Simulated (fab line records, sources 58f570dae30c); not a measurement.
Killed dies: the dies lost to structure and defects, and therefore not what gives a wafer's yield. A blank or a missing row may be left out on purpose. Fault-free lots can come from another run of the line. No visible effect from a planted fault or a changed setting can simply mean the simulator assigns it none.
Code-filled problem report in 8D (eight disciplines) form | flow berkeley cmos170 | the parts of the form that need people (team, actions taken, sign-off) are left out

1. WHAT WENT WRONG
tilt deg at UCB170_PLDD_IMPLANT_08 reads a mean of 10.857 degrees on 6 wafers of 2 lots; wafers without a fault read 6.995 degrees with a standard deviation of 0.021. That is +99 or more standard deviations from the usual mean.
First seen on wafer L632.1, day 8 22:33, on implanter-02. At this step, 42 wafers from 14 lots have a number in the record. Rule for "out", or "out of limits": more than 4 standard deviations from the usual mean. The rest of the wafers with a number are treated as sound.

2. WHAT IT IS; WHAT IT IS NOT
question                    | is                     | is not
which readings at this step | tilt deg               | -
which lots                  | L632, L635             | L623, L624, L625, L626, L627, L629, L631, L636, L637, L639, L645, L646
which wafers of those lots  | all that have a number | -
read on which tools         | implanter-02           | implanter-03, implanter-04
when                        | from day 8 22:33       | up to then (18 sound wafers); but 18 sound wafers of L631, L636, L637, L639, L645, L646 came after

3. THE SUSPECTS, EACH WITH WHAT RULES IT OUT
Counting: a tool stays on the suspect list if, at a process step up to the reading, it processed all lots that are out and no sound lot following the first of them.
- implanter-02 at UCB170_PLDD_IMPLANT_08: kept. All lots that are out passed through it, beginning with L632 at day 8 22:33, and no sound lot followed; its final sound lot before that point was L625 at day 7 17:02. Its own tilt deg readings are out on those wafers.
Remaining after the count: implanter-02 at UCB170_PLDD_IMPLANT_08.

4. THE CAUSE (what the simulator had put in)
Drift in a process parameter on implanter-02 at UCB170_PLDD_IMPLANT_08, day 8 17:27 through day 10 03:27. The setting tilt deg was moved by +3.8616, starting from 7. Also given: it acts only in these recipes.
Only this tool survived the counting.

5. THE CHAIN OF EFFECTS, in route order
Each row: a reading whose mean over the struck wafers that have a number lies more than 3 standard deviations from the usual. Scope: only readings with a usual standard deviation given in the record; hours: median across lots of the time from each lot's start at the first step in this table that gives one to its start at this step; sigmas: change in usual standard deviations.
hours | step                   | reading  | usual         | on struck wafers | change | sigmas
0     | UCB170_PLDD_IMPLANT_08 | tilt deg | 6.995 degrees | 10.857           | +3.862 | +99 or more
Here are the process steps it includes:
- UCB170_PLDD_IMPLANT_08
Readings that are blank on the struck wafers while sound wafers have them: PLDD_RS at UCB170_SDANNEAL_RS_MEAS_04.

6. WHAT WOULD HAVE CAUGHT IT SOONER
First out-of-limits reading in this record: day 8 22:33, which is 5 hours after fault onset at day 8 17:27.
